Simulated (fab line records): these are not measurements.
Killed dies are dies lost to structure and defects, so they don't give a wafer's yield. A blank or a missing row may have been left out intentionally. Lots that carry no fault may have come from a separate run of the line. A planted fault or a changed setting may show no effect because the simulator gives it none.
fab line records ; flow rit-cmos
record lots=6; wafers=18; last-day=7
route steps=202 shown PSD@150 SDANNEAL@153 NSD@158 PLDD@159 NLDD@160 SILICIDE@161 M1@202
lots that met no fault: taken from a fault-free run of the same line
start-h: hours from the record's first day to the start of the lot's first wafer shown ; wait-h: time in hours since the lot's previous step ; " unchanged from the row above ; L1.1+2: a row that stands for several wafers ; - either no value or no given start ; * or withheld: withheld ; < > ~ a bound
route shown NAME@n: a module of which the file shows steps, and the number in the route of the first ; usual: mean/standard deviation taken from wafers without a fault ; same: alike in all rows ; chamber/n: place in a boat ; sites: each site's reading ; _std_site: standard deviation of those values ; _edge_site: outer sites' mean less inner sites' ; radius-mm: for every site, how far away it sits from the centre of the wafer ; mask NAME#n: copy n ; behind: the tool/chamber that last shaped the wafer ; hold: why the lot was held/for how many hours/how that ended ; device: the transistor (n, p or np) that didn't switch ; end of line: tests of these same wafers at the route's end ; a step without rows: its recipe alone ; killed: not the wafer's yield, but the dies lost to structure and defects at the first sort ; map: a wafer's dies, x killed, . not, _ none there
set.NAME: setting as actually run; set.NAME@STEP: the setting as run at that earlier step ; model.NAME: the simulator's own value behind a step, which no gauge read
lots seen at some steps along the route; tables by step, rows by wafer
services: a tool's chamber out of use, with start hour (start-h, from the record's first day; less than 0 if before it), hours out, and reason
## steps
# step RIT_PSD_IMPLANT_08
# recipe species=BF2; energy-kev=27; dose-cm2=5e+15; tilt-deg=7
# step RIT_PSD_STRIP_09
# recipe chemistry=O2; time-s=180; resist=NOVOLAK; platen-temp-c=withheld; power-w=500; pressure-mtorr=4000; o2-flow-sccm=4000
# usual drypump-motor-current-A=5.9/0.49
lot.wafer;tool;chamber;start-h;wait-h;drypump-motor-current-A;rf-hours-counter-h
L903.1;plasma-asher-02;1;61.99;0.1;5.1;27
L903.5;plasma-asher-02;0;61.99;0.1;6.5;-
L903.6;plasma-asher-02;1;61.99;0.1;5.1;-
L905.1;plasma-asher-02;0;72.14;0.1;6.5;28
L905.3;plasma-asher-02;0;72.14;0.1;6.5;-
L905.5;plasma-asher-02;1;72.14;0.1;5.1;-
L913.2;plasma-asher-03;0;110.18;0.1;6.0;47
L913.4;plasma-asher-03;1;110.18;0.1;5.7;-
L913.6;plasma-asher-03;0;110.18;0.1;6.1;-
L915.2;plasma-asher-04;1;119.24;0.1;6.4;0
L915.5;plasma-asher-04;0;119.24;0.1;5.8;-
L915.6;plasma-asher-04;1;119.24;0.1;6.5;-
L920.3;plasma-asher-02;0;146.64;0.1;6.5;-
L920.4;plasma-asher-02;1;146.64;0.1;5.1;-
L920.6;plasma-asher-02;0;146.64;0.1;6.5;-
L922.1;plasma-asher-03;1;168.98;0.1;5.6;53
L922.5;plasma-asher-03;0;168.98;0.1;6.1;-
L922.6;plasma-asher-03;1;168.98;0.1;5.6;-
# step RIT_PSD_TW_MEAS_10
# usual PSD_TW=3432/35
lot.wafer;tool;chamber;start-h;wait-h;PSD_TW
L903.1;film-metro-02;-;62.17;0.1;3450
L903.5;film-metro-02;-;62.17;0.1;3470
L903.6;film-metro-02;-;62.17;0.1;3452
L905.1;film-metro-03;-;72.32;0.1;3418
L905.3;film-metro-03;-;72.32;0.1;3423
L905.5;film-metro-03;-;72.32;0.1;3404
L913.2;film-metro-02;-;110.37;0.1;3482
L913.4;film-metro-02;-;110.37;0.1;3475
L913.6;film-metro-02;-;110.37;0.1;3473
L915.2;film-metro-01;-;119.42;0.1;3399
L915.5;film-metro-01;-;119.42;0.1;3374
L915.6;film-metro-01;-;119.42;0.1;3375
L920.3;film-metro-02;-;146.78;0.1;3452
L920.4;film-metro-02;-;146.78;0.1;3451
L920.6;film-metro-02;-;146.78;0.1;3453
L922.1;film-metro-02;-;169.16;0.1;3475
L922.5;film-metro-02;-;169.16;0.1;3473
L922.6;film-metro-02;-;169.16;0.1;3467
# step RIT_SDANNEAL_CLEAN_00
# recipe chemistry=SC1; mix=3:3:50; time-s=587.1; temp-c=75
# step RIT_SDANNEAL_CLEAN_01
# recipe chemistry=dHF; dilution=50:1; time-s=30
# step RIT_SDANNEAL_CLEAN_02
# recipe chemistry=SC2; mix=3:3:50; time-s=600; temp-c=75; dry=n2-spin
# step RIT_SDANNEAL_RTA_03
# recipe temp-c=1050; time-s=5; idle-temp-c=600; ramp-up-c-per-s=342; ramp-down-c-per-s=171; cool-to-c=600; ambient=N2
# usual wafer_temp_C_max=1053.4/1.1
lot.wafer;tool;chamber;start-h;wait-h;wafer_temp_C_max
L903.1;rtp-anneal-02;0;62.61;0.0;1052.8
L903.5;rtp-anneal-02;0;62.61;0.0;1053.0
L903.6;rtp-anneal-02;0;62.61;0.0;1052.6
L905.1;rtp-anneal-02;0;72.78;0.0;1054.6
L905.3;rtp-anneal-02;0;72.78;0.0;1054.2
L905.5;rtp-anneal-02;0;72.78;0.0;1052.9
L913.2;rtp-anneal-02;0;110.83;0.0;1051.8
L913.4;rtp-anneal-02;0;110.83;0.0;1052.8
L913.6;rtp-anneal-02;0;110.83;0.0;1056.1
L915.2;rtp-anneal-02;0;119.88;0.0;1052.3
L915.5;rtp-anneal-02;0;119.88;0.0;1053.0
L915.6;rtp-anneal-02;0;119.88;0.0;1054.7
L920.3;rtp-anneal-01;0;147.24;0.0;1053.4
L920.4;rtp-anneal-01;0;147.24;0.0;1052.1
L920.6;rtp-anneal-01;0;147.24;0.0;1052.6
L922.1;rtp-anneal-01;0;169.62;0.0;1054.1
L922.5;rtp-anneal-01;0;169.62;0.0;1052.3
L922.6;rtp-anneal-01;0;169.62;0.0;1053.0
# step RIT_SDANNEAL_RS_MEAS_04
# recipe thk-meas-gauge=four-point-probe
# usual PSD_RS=115.8/0.32
lot.wafer;tool;chamber;start-h;wait-h;PSD_RS[ohm/sq]
L903.1;film-metro-03;-;62.67;0.0;115.8
L903.5;film-metro-03;-;62.67;0.0;115.4
L903.6;film-metro-03;-;62.67;0.0;115.8
L905.1;film-metro-03;-;72.84;0.0;115.8
L905.3;film-metro-03;-;72.84;0.0;116.1
L905.5;film-metro-03;-;72.84;0.0;116.2
L913.2;film-metro-03;-;110.89;0.1;115.4
L913.4;film-metro-03;-;110.89;0.1;115.5
L913.6;film-metro-03;-;110.89;0.1;115.9
L915.2;film-metro-03;-;119.95;0.1;115.7
L915.5;film-metro-03;-;119.95;0.1;115.2
L915.6;film-metro-03;-;119.95;0.1;115.5
L920.3;film-metro-03;-;147.31;0.1;116.0
L920.4;film-metro-03;-;147.31;0.1;115.7
L920.6;film-metro-03;-;147.31;0.1;116.0
L922.1;film-metro-01;-;169.68;0.0;115.9
L922.5;film-metro-01;-;169.68;0.0;115.6
L922.6;film-metro-01;-;169.68;0.0;115.7
# step RIT_SDANNEAL_RS_MEAS_05
# recipe thk-meas-gauge=four-point-probe
# usual NSD_RS=84.5/0.3
lot.wafer;tool;chamber;start-h;wait-h;NSD_RS[ohm/sq]
L903.1;film-metro-03;-;62.79;0.1;84.3
L903.5;film-metro-03;-;62.79;0.1;84.6
L903.6;film-metro-03;-;62.79;0.1;84.1
L905.1;film-metro-03;-;72.96;0.1;84.2
L905.3;film-metro-03;-;72.96;0.1;84.4
L905.5;film-metro-03;-;72.96;0.1;84.5
L913.2;film-metro-03;-;111.01;0.1;84.3
L913.4;film-metro-03;-;111.01;0.1;84.4
L913.6;film-metro-03;-;111.01;0.1;84.4
L915.2;film-metro-03;-;120.07;0.1;84.2
L915.5;film-metro-03;-;120.07;0.1;84.3
L915.6;film-metro-03;-;120.07;0.1;84.3
L920.3;film-metro-03;-;147.43;0.1;84.4
L920.4;film-metro-03;-;147.43;0.1;84.3
L920.6;film-metro-03;-;147.43;0.1;84.4
L922.1;film-metro-01;-;169.80;0.1;84.0
L922.5;film-metro-01;-;169.80;0.1;84.3
L922.6;film-metro-01;-;169.80;0.1;83.8
# step RIT_SDANNEAL_RS_MEAS_06
# recipe thk-meas-gauge=four-point-probe
# usual PLDD_RS=178.0/0.49
lot.wafer;tool;chamber;start-h;wait-h;PLDD_RS[ohm/sq]
L903.1;film-metro-03;-;62.91;0.1;179.1
L903.5;film-metro-03;-;62.91;0.1;177.9
L903.6;film-metro-03;-;62.91;0.1;178.3
L905.1;film-metro-03;-;73.08;0.1;178.3
L905.3;film-metro-03;-;73.08;0.1;178.7
L905.5;film-metro-03;-;73.08;0.1;178.6
L913.2;film-metro-03;-;111.13;0.1;177.5
L913.4;film-metro-03;-;111.13;0.1;177.5
L913.6;film-metro-03;-;111.13;0.1;177.8
L915.2;film-metro-03;-;120.19;0.1;177.8
L915.5;film-metro-03;-;120.19;0.1;176.5
L915.6;film-metro-03;-;120.19;0.1;176.9
L920.3;film-metro-03;-;147.55;0.1;178.0
L920.4;film-metro-03;-;147.55;0.1;178.2
L920.6;film-metro-03;-;147.55;0.1;178.0
L922.1;film-metro-01;-;169.92;0.1;178.0
L922.5;film-metro-01;-;169.92;0.1;177.9
L922.6;film-metro-01;-;169.92;0.1;178.2
# step RIT_SDANNEAL_RS_MEAS_07
# recipe thk-meas-gauge=four-point-probe
# usual NLDD_RS=151.3/0.49
lot.wafer;tool;chamber;start-h;wait-h;NLDD_RS[ohm/sq]
L903.1;film-metro-03;-;63.03;0.1;150.7
L903.5;film-metro-03;-;63.03;0.1;150.8
L903.6;film-metro-03;-;63.03;0.1;150.5
L905.1;film-metro-03;-;73.20;0.1;150.9
L905.3;film-metro-03;-;73.20;0.1;150.8
L905.5;film-metro-03;-;73.20;0.1;151.0
L913.2;film-metro-03;-;111.25;0.1;151.6
L913.4;film-metro-03;-;111.25;0.1;151.3
L913.6;film-metro-03;-;111.25;0.1;151.6
L915.2;film-metro-03;-;120.31;0.1;151.1
L915.5;film-metro-03;-;120.31;0.1;151.7
L915.6;film-metro-03;-;120.31;0.1;151.1
L920.3;film-metro-03;-;147.67;0.1;151.9
L920.4;film-metro-03;-;147.67;0.1;152.0
L920.6;film-metro-03;-;147.67;0.1;151.4
L922.1;film-metro-01;-;170.04;0.1;152.0
L922.5;film-metro-01;-;170.04;0.1;151.4
L922.6;film-metro-01;-;170.04;0.1;152.2
# step RIT_SILICIDE_WET_ETCH_00
# recipe chemistry=BOE; target=SiO2; target-depth-nm=14; time-s=15; dry=n2-spin; dilution=10:1; temp-c=21.5
# step RIT_SILICIDE_SPUTTER_01
# recipe material=Ti; target-thk-nm=30; power-w=350; chamber-pressure-pa=0.667; gas=Ar; time-s=240; substrate-temp-c=25
# usual throttle-valve-pct=30.1/1
lot.wafer;tool;chamber;start-h;wait-h;throttle-valve-pct;model.Ti_of_SILICIDE_SPUTTER_01.thk-nm
L903.1;pvd-sputter-02;-;63.16;0.0;27.8;30.97
L903.5;pvd-sputter-02;-;63.16;0.0;29.8;30
L903.6;pvd-sputter-02;-;63.16;0.0;30.7;30.53
L905.1;pvd-sputter-02;-;73.33;0.0;30.9;30.86
L905.3;pvd-sputter-02;-;73.33;0.0;30.1;29.97
L905.5;pvd-sputter-02;-;73.33;0.0;27.7;30.72
L913.2;pvd-sputter-02;-;111.37;0.0;29.8;40.06
L913.4;pvd-sputter-02;-;111.37;0.0;27.7;40.88
L913.6;pvd-sputter-02;-;111.37;0.0;27.7;40.75
L915.2;pvd-sputter-02;-;120.42;0.0;30.0;40.37
L915.5;pvd-sputter-02;-;120.42;0.0;27.8;41.24
L915.6;pvd-sputter-02;-;120.42;0.0;29.7;40.46
L920.3;pvd-sputter-01;-;147.77;0.0;30.3;29.41
L920.4;pvd-sputter-01;-;147.77;0.0;30.9;29.79
L920.6;pvd-sputter-01;-;147.77;0.0;30.2;29.72
L922.1;pvd-sputter-01;-;170.17;0.0;30.1;29.73
L922.5;pvd-sputter-01;-;170.17;0.0;31.0;30.35
L922.6;pvd-sputter-01;-;170.17;0.0;29.8;29.97
# step RIT_SILICIDE_RS_MEAS_02
# recipe thk-meas-gauge=four-point-probe; reads=Ti_of_SILICIDE_SPUTTER_01
# usual SILICIDE_TI_RS=47.3/0.88
lot.wafer;tool;chamber;start-h;wait-h;SILICIDE_TI_RS[ohm/sq]
L903.1;film-metro-04;-;63.31;0.1;45.9
L903.5;film-metro-04;-;63.31;0.1;47.9
L903.6;film-metro-04;-;63.31;0.1;46.8
L905.1;film-metro-01;-;73.48;0.1;46.1
L905.3;film-metro-01;-;73.48;0.1;48.0
L905.5;film-metro-01;-;73.48;0.1;46.4
L913.2;film-metro-04;-;111.54;0.1;33.4
L913.4;film-metro-04;-;111.54;0.1;32.6
L913.6;film-metro-04;-;111.54;0.1;32.8
L915.2;film-metro-03;-;120.59;0.1;33.1
L915.5;film-metro-03;-;120.59;0.1;32.2
L915.6;film-metro-03;-;120.59;0.1;32.9
L920.3;film-metro-04;-;147.96;0.1;49.1
L920.4;film-metro-04;-;147.96;0.1;48.2
L920.6;film-metro-04;-;147.96;0.1;48.5
L922.1;film-metro-01;-;170.32;0.1;48.4
L922.5;film-metro-01;-;170.32;0.1;47.1
L922.6;film-metro-01;-;170.32;0.1;48.0
# step RIT_SILICIDE_THK_MEAS_03
# recipe thk-meas-gauge=xrf; reads=Ti_of_SILICIDE_SPUTTER_01
# usual SILICIDE_TI_THK=29.7/0.48
lot.wafer;tool;chamber;start-h;wait-h;SILICIDE_TI_THK[nm]
L903.1;film-metro-04;-;63.43;0.1;30.6
L903.5;film-metro-04;-;63.43;0.1;29.7
L903.6;film-metro-04;-;63.43;0.1;30.1
L905.1;film-metro-01;-;73.60;0.1;30.0
L905.3;film-metro-01;-;73.60;0.1;29.1
L905.5;film-metro-01;-;73.60;0.1;30.0
L913.2;film-metro-04;-;111.65;0.1;39.5
L913.4;film-metro-04;-;111.65;0.1;40.4
L913.6;film-metro-04;-;111.65;0.1;40.1
L915.2;film-metro-03;-;120.70;0.1;39.4
L915.5;film-metro-03;-;120.70;0.1;40.2
L915.6;film-metro-03;-;120.70;0.1;39.3
L920.3;film-metro-04;-;148.06;0.1;28.9
L920.4;film-metro-04;-;148.06;0.1;29.3
L920.6;film-metro-04;-;148.06;0.1;29.1
L922.1;film-metro-01;-;170.44;0.1;28.8
L922.5;film-metro-01;-;170.44;0.1;29.5
L922.6;film-metro-01;-;170.44;0.1;29.1
# step RIT_SILICIDE_RTA_04
# recipe temp-c=650; time-s=10; idle-temp-c=25; ramp-up-s=5; ramp-down-s=5; cool-to-c=25; ambient=N2
# usual wafer_temp_C_max=653.0/0.9
lot.wafer;tool;chamber;start-h;wait-h;wafer_temp_C_max
L903.1;rtp-anneal-01;0;63.49;0.1;652.2
L903.5;rtp-anneal-01;0;63.49;0.1;652.1
L903.6;rtp-anneal-01;0;63.49;0.1;652.8
L905.1;rtp-anneal-01;0;73.66;0.1;652.3
L905.3;rtp-anneal-01;0;73.66;0.1;652.3
L905.5;rtp-anneal-01;0;73.66;0.1;652.1
L913.2;rtp-anneal-02;0;111.71;0.1;653.5
L913.4;rtp-anneal-02;0;111.71;0.1;652.5
L913.6;rtp-anneal-02;0;111.71;0.1;653.3
L915.2;rtp-anneal-01;0;120.76;0.1;652.3
L915.5;rtp-anneal-01;0;120.76;0.1;652.2
L915.6;rtp-anneal-01;0;120.76;0.1;652.7
L920.3;rtp-anneal-02;0;148.12;0.1;653.9
L920.4;rtp-anneal-02;0;148.12;0.1;653.9
L920.6;rtp-anneal-02;0;148.12;0.1;654.2
L922.1;rtp-anneal-01;0;170.50;0.1;652.3
L922.5;rtp-anneal-01;0;170.50;0.1;651.3
L922.6;rtp-anneal-01;0;170.50;0.1;651.9
# step RIT_M1_PROBE_99
# usual killed_at_M0_to_M3=0.0/0.23; killed-at-contacts=0.1/0.23; killed-at-front-end=7/3; killed-dies=7/3; killed-on-rim=2.0/1.2; killed-open=3.3/2.1; killed-short=3.7/1.9
# same gross-dies=264; killed_at_M4_up=0; killed-at-back-side=0; killed-at-other=0
lot.wafer;tool;chamber;start-h;wait-h;killed_at_M0_to_M3;killed-at-contacts;killed-at-front-end;killed-dies;killed-on-rim;killed-open;killed-short;model.etest.npoly-line.line-ohm-um;model.etest.ppoly-line.line-ohm-um;model.etest.contact-pplus.end-ohm-um;model.etest.contact-nplus.end-ohm-um;model.etest.ppoly-line.width-nm;model.etest.npoly-line.width-nm;model.etest.npoly-line.rs-ohm-sq;model.etest.ppoly-line.rs-ohm-sq
L903.1;prober-01;-;70.39;0.1;0;0;3;3;0;0;3;169.7;162.6;43.81;42.05;99.81;98.83;16.64;16.24
L903.5;prober-01;-;70.59;0.2;0;0;4;4;1;2;2;171.3;162;43.41;41.35;100.6;100.2;17.05;16.48
L903.6;prober-01;-;70.64;0.2;0;0;6;6;1;0;6;169.4;159.8;45.37;42.03;100.8;99.99;16.82;16.18
L905.1;prober-01;-;80.20;0.1;0;1;13;14;2;7;6;173.6;166.3;42.04;42.11;96.88;95.83;16.81;16.24
L905.3;prober-01;-;80.30;0.2;2;0;11;13;4;5;7;177.5;167.8;42.81;41.63;96.93;96.06;17.02;16.61
L905.5;prober-01;-;80.40;0.2;0;0;11;11;4;5;6;172.7;164.5;43.95;42.62;97.62;96.97;16.79;16.33
L913.2;prober-01;-;118.23;0.1;0;0;6;6;2;1;5;152.6;147.5;56.48;57.31;93.36;92.83;14.18;13.77
L913.4;prober-01;-;118.33;0.2;0;0;11;11;3;6;5;149.5;144.9;58.5;59.31;93.79;93.51;13.93;13.76
L913.6;prober-01;-;118.43;0.2;0;0;11;11;1;7;4;153.3;148.1;56.4;58.91;92.78;92.14;13.94;13.73
L915.2;prober-01;-;127.59;0.1;0;0;4;4;1;2;2;153.5;147.5;64.75;58.27;93.66;92.57;14.09;13.71
L915.5;prober-01;-;127.74;0.2;0;0;5;5;0;1;4;147.3;141.3;63.46;58.62;96.31;95.56;13.98;13.61
L915.6;prober-01;-;127.79;0.2;0;1;4;5;2;3;2;151.4;145.9;62.88;59.51;93.7;92.66;14.24;13.82
L920.3;prober-02;-;154.89;0.2;0;0;5;5;1;1;4;175.2;170;42.86;41.4;99.56;98.45;17.26;16.84
L920.4;prober-02;-;154.94;0.2;0;0;7;7;2;4;3;173.9;164;43.24;39.78;100.4;99.65;17.14;16.57
L920.6;prober-02;-;155.04;0.2;0;0;3;3;1;2;1;170.9;167.3;44.26;39.91;99.28;98.94;17.19;16.48
L922.1;prober-02;-;177.26;0.1;0;0;14;14;3;7;7;179.9;172.7;42.98;40.65;97.13;96.23;17.25;16.77
L922.5;prober-02;-;177.46;0.2;0;0;6;6;1;3;3;172.9;170.7;43.91;41.68;97.32;96.74;17.03;16.47
L922.6;prober-02;-;177.51;0.2;0;0;8;8;2;2;6;174.7;166;43.98;42.23;98.75;97.95;17.01;16.63
# killed by level:class
L903.1 GATE:geometric-particle:short=3
L903.5 GATE:geometric-particle:open=2 FOX2:geometric-particle:short=1 SPACER:geometric-particle:short=1
L903.6 SPACER:geometric-particle:short=3 REOX:geometric-particle:short=2 GATE:geometric-particle:short=1
L905.1 GATE:geometric-particle:open=3 SILICIDE:geometric-particle:short=3 GATE:geometric-particle:short=2 REOX:geometric-particle:open=2 FOX1:geometric-particle:short=1 SPACER:geometric-particle:open=1 SILICIDE:geometric-particle:open=1 CONTACT:coat-microbubble-printed=1
L905.3 FOX1:geometric-particle:short=2 GATE:geometric-particle:open=2 SPACER:geometric-particle:short=2 FOX2:geometric-particle:open=1 GATE:geometric-particle:short=1 REOX:geometric-particle:open=1 SILICIDE:geometric-particle:open=1 SILICIDE:geometric-particle:short=1
L905.5 REOX:geometric-particle:short=3 FOX2:geometric-particle:short=2 GATE:geometric-particle:open=2 FOX1:geometric-particle:open=1 REOX:geometric-particle:open=1 SPACER:geometric-particle:short=1 SPACER:geometric-particle:open=1
L913.2 GATE:geometric-particle:short=2 FOX2:geometric-particle:short=1 REOX:geometric-particle:short=1 SPACER:geometric-particle:short=1 SILICIDE:geometric-particle:open=1
L913.4 GATE:geometric-particle:short=3 GATE:geometric-particle:open=3 SPACER:geometric-particle:short=2 SILICIDE:geometric-particle:open=2 SPACER:geometric-particle:open=1
L913.6 SPACER:geometric-particle:open=4 FOX1:geometric-particle:open=1 FOX1:geometric-particle:short=1 GATE:geometric-particle:short=1 REOX:geometric-particle:open=1 SPACER:geometric-particle:short=1 SILICIDE:geometric-particle:open=1 SILICIDE:geometric-particle:short=1
L915.2 GATE:geometric-particle:short=1 GATE:geometric-particle:open=1 REOX:geometric-particle:open=1 SPACER:geometric-particle:short=1
L915.5 SPACER:geometric-particle:short=2 GATE:geometric-particle:short=1 SILICIDE:geometric-particle:short=1 SILICIDE:geometric-particle:open=1
L915.6 FOX1:geometric-particle:short=2 GATE:geometric-particle:open=1 SILICIDE:geometric-particle:open=1 CONTACT:geometric-particle:open=1
L920.3 GATE:geometric-particle:short=3 REOX:geometric-particle:short=1 REOX:geometric-particle:open=1
L920.4 FOX1:geometric-particle:open=3 GATE:geometric-particle:short=2 SILICIDE:geometric-particle:short=1 SILICIDE:geometric-particle:open=1
L920.6 FOX1:geometric-particle:open=1 GATE:geometric-particle:open=1 REOX:geometric-particle:short=1
L922.1 FOX1:geometric-particle:open=3 GATE:geometric-particle:short=3 REOX:geometric-particle:open=3 SPACER:geometric-particle:short=2 FOX2:geometric-particle:short=1 GATE:geometric-particle:open=1 SILICIDE:geometric-particle:short=1
L922.5 GATE:geometric-particle:open=2 GATE:geometric-particle:short=2 SPACER:geometric-particle:open=1 SILICIDE:geometric-particle:short=1
L922.6 GATE:geometric-particle:short=3 REOX:geometric-particle:short=2 FOX2:geometric-particle:short=1 GATE:geometric-particle:open=1 REOX:geometric-particle:open=1
## services
tool;chamber;start-h;hours;kind
pvd-sputter-02;-;84.21;5.0;repair
plasma-asher-04;-;108.75;9.0;pm
plasma-asher-04;0;108.75;9.0;vent-cycle
plasma-asher-04;1;108.75;9.0;vent-cycle
plasma-asher-02;-;114.45;7.6;repair
plasma-asher-04;0;117.75;-;clean
plasma-asher-04;1;117.75;-;clean
pvd-sputter-02;-;120.75;1.9;repair
## key
first-sign step=RIT_SILICIDE_RS_MEAS_02; reading=SILICIDE_TI_RS; direction=down; sigmas=16; usual=47.3; struck=32.8
effect step=RIT_SILICIDE_THK_MEAS_03; reading=SILICIDE_TI_THK; direction=up; sigmas=21; usual=29.7; struck=39.8
model-effect step=RIT_SILICIDE_SPUTTER_01; value=Ti_of_SILICIDE_SPUTTER_01.thk-nm; without=30.55; struck=40.63
model-effect step=RIT_M1_PROBE_99; value=etest.npoly-line.line-ohm-um; without=169.7; struck=151.3
met-at RIT_SILICIDE_SPUTTER_01
struck-wafers L913.2,L913.4,L913.6,L915.2,L915.5,L915.6
tester-left-out L913,L915
onset-between 73.33 111.37
also-fits RIT_SDANNEAL_RTA_03:rtp-anneal-02
fault kind=process-parameter-drift; tool=pvd-sputter-02; chamber=-; onset-h=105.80; steps=RIT_SILICIDE_SPUTTER_01; channel=target-thk-nm; offset=10.081; shape=step; end-h=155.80; acts-in=these-recipes-only; stated=30
# tester-left-out: of these lots the tester's yield and bins aren't shown, on N5 and GAA mostly nor the transistor test; their killed dies are dies lost to structure and defects alone, not to doping, threshold or leakage, so they don't give the yield
